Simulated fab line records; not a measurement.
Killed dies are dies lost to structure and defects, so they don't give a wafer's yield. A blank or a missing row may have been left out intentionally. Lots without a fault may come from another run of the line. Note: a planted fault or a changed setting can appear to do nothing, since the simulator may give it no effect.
Problem report, 8D (eight disciplines) form, completed by code / flow berkeley cmos170 / the parts of the form that need people (team, actions taken, sign-off) are left out

## 1. WHAT IS WRONG
SILICIDE_TI_RS at UCB170_SILICIDE_RS_MEAS_02 reads a mean of 17.0 ohm/sq on 6 wafers of 2 lots; wafers without a fault read 26.1 ohm/sq with a standard deviation of 0.47. Measured from the usual mean, that is -19 standard deviations.
The step: measures by four-point-probe.
Seen first at day 11 10:26 on film metro-01, wafer L116.1. The record has a number at this step for 42 wafers belonging to 14 lots. The rule behind "out" and "out of limits": a value lying over 4 standard deviations away from the usual mean. All remaining wafers that have a number are taken as sound.

## 2. WHAT IT IS; WHAT IT IS NOT
question=which readings at this step | is=SILICIDE_TI_RS | is not=-
question=which lots | is=L116, L117 | is not=L100, L101, L103, L104, L105, L106, L108, L114, L118, L997, L998, L999
question=which wafers of those lots | is=all that have a number | is not=-
question=read on which gauges | is=film metro-01, film metro-02 | is not=film metro-04
question=when | is=from day 11 10:26 | is not=up to then (33 sound wafers); but 3 sound wafers of L118 came after

## 3. WHAT RULES OUT EACH SUSPECT
Counting: a tool at a process step up to the reading stays a suspect if it ran every lot that is out and no sound lot after the first of them.
- the gauge at UCB170_SILICIDE_RS_MEAS_02 has been ruled out. The wafers that are out were read on 2 gauges (film metro-01, film metro-02).
- pvd sputter-04 at UCB170_SILICIDE_SPUTTER_01 (material Ti, target thk 30 nm, time 25 s): kept. It ran every lot that is out, first L116 (day 11 10:24), and no sound lot after that; its last sound lot up to then is L108 (day 10 06:28).
After counting, what remains is pvd sputter-04 at UCB170_SILICIDE_SPUTTER_01.

## 4. THE CAUSE (what the simulator had put in)
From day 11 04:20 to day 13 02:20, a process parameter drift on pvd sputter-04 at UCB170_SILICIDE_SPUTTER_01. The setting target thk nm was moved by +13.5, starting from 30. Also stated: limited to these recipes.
After counting, this tool was the only one left.

## 5. THE EFFECT CHAIN, in route order
Rows list readings where the struck wafers' mean (over those with a number) sits beyond 3 standard deviations from the usual. Scope: only readings with a usual standard deviation given in the record; hours: median across lots of the time from each lot's start at the first step in this table that gives one to its start at this step; sigmas: change in usual standard deviations.
hours=0; step=UCB170_SILICIDE_RS_MEAS_02; reading=SILICIDE_TI_RS; usual=26.1 ohm/sq; on struck wafers=17.0; change=-9.1; sigmas=-19
hours=0; step=UCB170_SILICIDE_THK_MEAS_03; reading=SILICIDE_TI_THK; usual=30.3 nm; on struck wafers=43.7; change=+13.4; sigmas=+27

## 6. HOW IT WOULD HAVE BEEN CAUGHT EARLIER
Counted from the fault's start at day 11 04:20, it took 6 hours until the first out-of-limits reading at a measuring or inspecting step in this record, taken at day 11 10:26.
Of the tool readings at UCB170_SILICIDE_SPUTTER_01 for which the record gives a usual standard deviation, none was out on any struck wafer, so an alarm limit of 4 standard deviations on them would not have fired.
Lots out: 2; of these, L117 started UCB170_SILICIDE_SPUTTER_01 on pvd sputter-04 after day 11 10:26. A tool hold placed at that time would have kept it from harm.
